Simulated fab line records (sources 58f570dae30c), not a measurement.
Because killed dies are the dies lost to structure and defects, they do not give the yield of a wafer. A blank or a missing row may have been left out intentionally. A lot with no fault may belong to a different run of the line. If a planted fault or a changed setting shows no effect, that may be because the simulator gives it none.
Split-lot experiment || flow berkeley_cmos170 || on a route of 331 steps: 5 lots, 23 wafers read

== SPLIT DETAILS ==
At UCB170_PSD_IMPLANT_08, the setting dose_cm2 was moved away from the recipe's 3e+15 on 9 of the 23 wafers read, by +3.3% to +6.5%. This setting was run at the recipe's value on the other wafers.

== FROM THE SPLIT TO THE READING: what the file shows between them, 6 steps ==
- UCB170_PSD_STRIP_09: strips in O2
- UCB170_PSD_TW_MEAS_10
- UCB170_PSD_CLEAN_11: cleans in SPM, time 600 s
- UCB170_NSD_HMDS_00: prime time 60 s
- UCB170_SDANNEAL_RTA_00: time 10 s
- UCB170_SDANNEAL_RTA_01: time 5 s

== THE READING ==
Measured at UCB170_SDANNEAL_RS_MEAS_02 by four-point probe: PSD_RS, in ohm/sq. Fault-free wafers of this fab line usually give 75.56 ohm/sq, standard deviation 0.29 ohm/sq.

{"wafer": "L078.3", "tool, chamber at the split": "implanter-02, 0", "dose_cm2 as run": 3e+15, "against the recipe": "recipe", "PSD_RS, ohm/sq": 75.79, "against lot-mates on the recipe": "-"}
{"wafer": "L078.4", "tool, chamber at the split": "implanter-02, 0", "dose_cm2 as run": 3e+15, "against the recipe": "recipe", "PSD_RS, ohm/sq": 75.94, "against lot-mates on the recipe": "-"}
{"wafer": "L078.5", "tool, chamber at the split": "implanter-02, 0", "dose_cm2 as run": 3e+15, "against the recipe": "recipe", "PSD_RS, ohm/sq": 75.77, "against lot-mates on the recipe": "-"}
{"wafer": "L074.1", "tool, chamber at the split": "implanter-04, 0", "dose_cm2 as run": 3.099e+15, "against the recipe": "+3.3%", "PSD_RS, ohm/sq": 74.01, "against lot-mates on the recipe": -1.64}
{"wafer": "L074.2", "tool, chamber at the split": "implanter-04, 0", "dose_cm2 as run": 3e+15, "against the recipe": "recipe", "PSD_RS, ohm/sq": 75.79, "against lot-mates on the recipe": "-"}
{"wafer": "L074.3", "tool, chamber at the split": "implanter-04, 0", "dose_cm2 as run": 3.099e+15, "against the recipe": "+3.3%", "PSD_RS, ohm/sq": 73.68, "against lot-mates on the recipe": -1.97}
{"wafer": "L074.5", "tool, chamber at the split": "implanter-04, 0", "dose_cm2 as run": 3e+15, "against the recipe": "recipe", "PSD_RS, ohm/sq": 75.37, "against lot-mates on the recipe": "-"}
{"wafer": "L074.6", "tool, chamber at the split": "implanter-04, 0", "dose_cm2 as run": 3e+15, "against the recipe": "recipe", "PSD_RS, ohm/sq": 75.80, "against lot-mates on the recipe": "-"}
{"wafer": "L084.1", "tool, chamber at the split": "implanter-01, 0", "dose_cm2 as run": 3.127e+15, "against the recipe": "+4.2%", "PSD_RS, ohm/sq": 73.28, "against lot-mates on the recipe": -2.47}
{"wafer": "L084.3", "tool, chamber at the split": "implanter-01, 0", "dose_cm2 as run": 3e+15, "against the recipe": "recipe", "PSD_RS, ohm/sq": 75.79, "against lot-mates on the recipe": "-"}
{"wafer": "L084.4", "tool, chamber at the split": "implanter-01, 0", "dose_cm2 as run": 3e+15, "against the recipe": "recipe", "PSD_RS, ohm/sq": 76.17, "against lot-mates on the recipe": "-"}
{"wafer": "L084.5", "tool, chamber at the split": "implanter-01, 0", "dose_cm2 as run": 3.127e+15, "against the recipe": "+4.2%", "PSD_RS, ohm/sq": 73.01, "against lot-mates on the recipe": -2.74}
{"wafer": "L084.6", "tool, chamber at the split": "implanter-01, 0", "dose_cm2 as run": 3e+15, "against the recipe": "recipe", "PSD_RS, ohm/sq": 75.30, "against lot-mates on the recipe": "-"}
{"wafer": "L081.1", "tool, chamber at the split": "implanter-02, 0", "dose_cm2 as run": 3.194e+15, "against the recipe": "+6.5%", "PSD_RS, ohm/sq": 71.35, "against lot-mates on the recipe": -3.85}
{"wafer": "L081.2", "tool, chamber at the split": "implanter-02, 0", "dose_cm2 as run": 3.194e+15, "against the recipe": "+6.5%", "PSD_RS, ohm/sq": 71.68, "against lot-mates on the recipe": -3.52}
{"wafer": "L081.3", "tool, chamber at the split": "implanter-02, 0", "dose_cm2 as run": 3e+15, "against the recipe": "recipe", "PSD_RS, ohm/sq": 75.08, "against lot-mates on the recipe": "-"}
{"wafer": "L081.4", "tool, chamber at the split": "implanter-02, 0", "dose_cm2 as run": 3e+15, "against the recipe": "recipe", "PSD_RS, ohm/sq": 75.31, "against lot-mates on the recipe": "-"}
{"wafer": "L081.6", "tool, chamber at the split": "implanter-02, 0", "dose_cm2 as run": 3e+15, "against the recipe": "recipe", "PSD_RS, ohm/sq": 75.22, "against lot-mates on the recipe": "-"}
{"wafer": "L085.1", "tool, chamber at the split": "implanter-04, 0", "dose_cm2 as run": 3.102e+15, "against the recipe": "+3.4%", "PSD_RS, ohm/sq": 73.96, "against lot-mates on the recipe": -1.68}
{"wafer": "L085.2", "tool, chamber at the split": "implanter-04, 0", "dose_cm2 as run": 3e+15, "against the recipe": "recipe", "PSD_RS, ohm/sq": 75.52, "against lot-mates on the recipe": "-"}
{"wafer": "L085.3", "tool, chamber at the split": "implanter-04, 0", "dose_cm2 as run": 3.102e+15, "against the recipe": "+3.4%", "PSD_RS, ohm/sq": 73.65, "against lot-mates on the recipe": -1.99}
{"wafer": "L085.5", "tool, chamber at the split": "implanter-04, 0", "dose_cm2 as run": 3.102e+15, "against the recipe": "+3.4%", "PSD_RS, ohm/sq": 73.71, "against lot-mates on the recipe": -1.93}
{"wafer": "L085.6", "tool, chamber at the split": "implanter-04, 0", "dose_cm2 as run": 3e+15, "against the recipe": "recipe", "PSD_RS, ohm/sq": 75.76, "against lot-mates on the recipe": "-"}

FIT RESULTS
A straight line over all 23 wafers: PSD_RS changes by -0.6 ohm/sq for each +1% of dose_cm2; r = -0.98; the points scatter about the line by 0.29 ohm/sq.
The same after taking each lot's own level away (the mean of its wafers on the recipe; 23 wafers): -0.574 ohm/sq for each +1%; r = -0.99; scatter 0.2 ohm/sq.
On that fit, the largest move of dose_cm2 shifts the reading by 3.7 ohm/sq.
From 75.203 to 75.833 ohm/sq: that is the span of the lots' own levels, equal to 2.2 times the standard deviation above.
The two slopes are in agreement: the lot-to-lot level therefore moves the slope only a little.
Check: with one of the wafers moved furthest among these (+6.5%) left out of the fit, the line predicts -3.66 ohm/sq for it against its lot-mates. It came out at -3.85 ohm/sq against them.

== OTHER SPLITS APPLIED TO THESE WAFERS ==
These wafers also went through other splits before the reading. Each is held against what the fit with the lots' levels taken away leaves over:
{"other split on the same wafers": "UCB170_ZERO_COAT_01 spin_rpm", "wafers away from the commonest value": 7, "r with PSD_RS (lot level and that fit taken away)": "+0.32"}
{"other split on the same wafers": "UCB170_ZERO_DEVELOP_05 develop_time_s", "wafers away from the commonest value": 6, "r with PSD_RS (lot level and that fit taken away)": "+0.01"}
{"other split on the same wafers": "UCB170_WELLDRIVE_OXIDATION_01 temp_c", "wafers away from the commonest value": 10, "r with PSD_RS (lot level and that fit taken away)": "+0.21"}
{"other split on the same wafers": "UCB170_GATE_EXPOSE_09 dose_mj", "wafers away from the commonest value": 8, "r with PSD_RS (lot level and that fit taken away)": "+0.13"}
{"other split on the same wafers": "UCB170_SPACER_ETCHBACK_03 time_s", "wafers away from the commonest value": 8, "r with PSD_RS (lot level and that fit taken away)": -0.20}
{"other split on the same wafers": "UCB170_PSD_COAT_01 spin_rpm", "wafers away from the commonest value": 5, "r with PSD_RS (lot level and that fit taken away)": "+0.04"}

== THE WHOLE CHAIN: every reading that the file lists as answering this split, in the file's order ==
{"step": "UCB170_PSD_TW_MEAS_10", "what it does": "", "reading": "PSD_TW", "change (the file's fit)": "+8.85 for each +1% of the setting", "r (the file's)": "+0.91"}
{"step": "UCB170_SDANNEAL_RS_MEAS_02", "what it does": "measures by four-point-probe", "reading": "PSD_RS", "change (the file's fit)": "-0.575 for each +1% of the setting", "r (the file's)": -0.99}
{"step": "UCB170_PSD_STRIP_09", "what it does": "strips in O2", "reading": "strip_time_to_endpoint_s", "change (the file's fit)": "withheld for each +1% of the setting, in a fit together with spin_rpm@PSD_COAT_01", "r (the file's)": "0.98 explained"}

== FILE'S OWN FIT ==
PSD_RS changes by -0.575 ohm/sq for each +1% of dose_cm2, r = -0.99.
